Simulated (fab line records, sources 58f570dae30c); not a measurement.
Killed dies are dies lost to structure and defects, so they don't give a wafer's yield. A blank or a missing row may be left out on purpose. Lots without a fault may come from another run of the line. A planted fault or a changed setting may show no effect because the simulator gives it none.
Which tool did it? | flow berkeley_cmos170 | 7 lots, 21 wafers sampled, at 1 step of a route of 331

WHAT THE GAUGES READ, wafer by wafer
UCB170_NWELL_THK_MEAS_02.
lot  | measured    | on            | NWELL_OXIDE_THK (nm)
L751 | day 2 08:31 | film_metro-04 | 26.2 26.5 26.4
L753 | day 2 21:14 | film_metro-04 | 27.0 27.0 26.9
L757 | day 3 18:30 | film_metro-01 | 26.7 26.4 26.2
L758 | day 4 02:58 | film_metro-04 | 26.3 26.3 26.1
L762 | day 4 20:29 | film_metro-04 | 26.5 26.9 26.5
L764 | day 5 11:53 | film_metro-04 | 26.6 26.5 26.3
L770 | day 6 18:14 | film_metro-04 | 26.5 26.4 26.3

WHICH TOOL RAN EACH LOT (tool, then ch and the chambers of the sampled wafers, then the start)
The record holds no process step before these readings.

THE ANSWER, worked out from the rows above alone
Rule: what is usual is taken from the lots themselves. Put in order of their means at a reading, lots are off if they are a third of the lots or fewer, leave a main group of 4 or more, and stand apart from it by a gap of 3 or more times the standard deviation of the main group's means; of several such gaps the widest counts. A main group whose means are all the same, to the digits that the tables above print for the reading, isn't used. A lot without any number at a reading at which 4 lots or more have one is off too. The other lots that the step has rows for count as sound.
No lot is off at any reading shown: from this, nothing can be told.

WHAT THE SIMULATOR HAD PUT IN
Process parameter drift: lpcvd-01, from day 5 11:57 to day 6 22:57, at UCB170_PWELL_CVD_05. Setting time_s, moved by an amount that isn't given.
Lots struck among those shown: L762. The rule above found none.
